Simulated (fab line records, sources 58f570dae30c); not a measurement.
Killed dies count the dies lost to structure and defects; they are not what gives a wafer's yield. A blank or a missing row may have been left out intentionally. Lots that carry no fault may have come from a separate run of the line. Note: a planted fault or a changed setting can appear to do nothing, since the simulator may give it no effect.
Split-lot experiment + flow berkeleyCmos170 + route with 331 steps; 5 lots, 23 wafers read

## THE SPLIT
At UCB170_START_OXIDATION_02 (target thk 20 nm, ox time 1800 s), the setting oxTimeS was moved away from the recipe's 1800 s on 15 of the 23 wafers read, by -6.4% to +14.2%. The other wafers ran this setting at the recipe's value.

No step appears in the file between the split and the reading.

## THE READING
START_OXIDE_THK, in nm, at UCB170_START_THK_MEAS_03. On this fab line, fault-free wafers typically give 20.0 nm with a standard deviation of 0.32 nm.

| wafer  | tool, chamber at the split | oxTimeS as run, s | against the recipe | START_OXIDE_THK, nm | against lot-mates on the recipe |
|--------|----------------------------|-------------------|--------------------|---------------------|---------------------------------|
| L075.1 | -, -                       | 1909              | +6.1%              | 20.8                | no lot-mate on the recipe       |
| L075.2 | -, -                       | 1909              | +6.1%              | 21.1                | no lot-mate on the recipe       |
| L075.3 | -, -                       | 1909              | +6.1%              | 20.8                | no lot-mate on the recipe       |
| L075.4 | -, -                       | 1909              | +6.1%              | 20.9                | no lot-mate on the recipe       |
| L075.5 | -, -                       | 1909              | +6.1%              | 21.1                | no lot-mate on the recipe       |
| L076.1 | furnace-04, 0              | 1800              | recipe             | 20.2                | -                               |
| L076.2 | furnace-04, 0              | 1800              | recipe             | 20.2                | -                               |
| L076.6 | furnace-04, 0              | 1800              | recipe             | 20.1                | -                               |
| L077.1 | -, -                       | 1684              | -6.4%              | 18.6                | no lot-mate on the recipe       |
| L077.2 | -, -                       | 1684              | -6.4%              | 18.6                | no lot-mate on the recipe       |
| L077.3 | -, -                       | 1684              | -6.4%              | 18.6                | no lot-mate on the recipe       |
| L077.4 | -, -                       | 1684              | -6.4%              | 18.4                | no lot-mate on the recipe       |
| L077.5 | -, -                       | 1684              | -6.4%              | 18.8                | no lot-mate on the recipe       |
| L080.1 | -, -                       | 1800              | recipe             | 19.8                | -                               |
| L080.2 | -, -                       | 1800              | recipe             | 20.1                | -                               |
| L080.3 | -, -                       | 1800              | recipe             | 19.8                | -                               |
| L080.5 | -, -                       | 1800              | recipe             | 20.1                | -                               |
| L080.6 | -, -                       | 1800              | recipe             | 19.8                | -                               |
| L082.1 | -, -                       | 2055              | +14.2%             | 21.9                | no lot-mate on the recipe       |
| L082.3 | -, -                       | 2055              | +14.2%             | 21.8                | no lot-mate on the recipe       |
| L082.4 | -, -                       | 2055              | +14.2%             | 21.8                | no lot-mate on the recipe       |
| L082.5 | -, -                       | 2055              | +14.2%             | 22.1                | no lot-mate on the recipe       |
| L082.6 | -, -                       | 2055              | +14.2%             | 22.2                | no lot-mate on the recipe       |

FIT RESULTS
A straight line over all 23 wafers: START_OXIDE_THK changes by +0.16 nm for each +1% of oxTimeS; r = +0.98; the points scatter about the line by 0.24 nm.
Too few moved wafers with a lot-mate on the recipe to fit a line net of each lot's own level.

## THE WHOLE CHAIN: every reading that the file lists as answering this split, in the file's order
| step                      | what it does                     | reading                                                                           | change (the file's fit)               | r (the file's) |
|---------------------------|----------------------------------|-----------------------------------------------------------------------------------|---------------------------------------|----------------|
| UCB170_START_OXIDATION_02 | target thk 20 nm, ox time 1800 s | SiO2_of_START_OXIDATION_02.thkNm (the simulator's own value, which no gauge read) | +0.158 nm for each +1% of the setting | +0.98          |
| UCB170_START_THK_MEAS_03  |                                  | START_OXIDE_THK                                                                   | +0.158 for each +1% of the setting    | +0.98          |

## THE FILE'S OWN FIT
START_OXIDE_THK changes by +0.158 nm for each +1% of oxTimeS, r = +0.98.
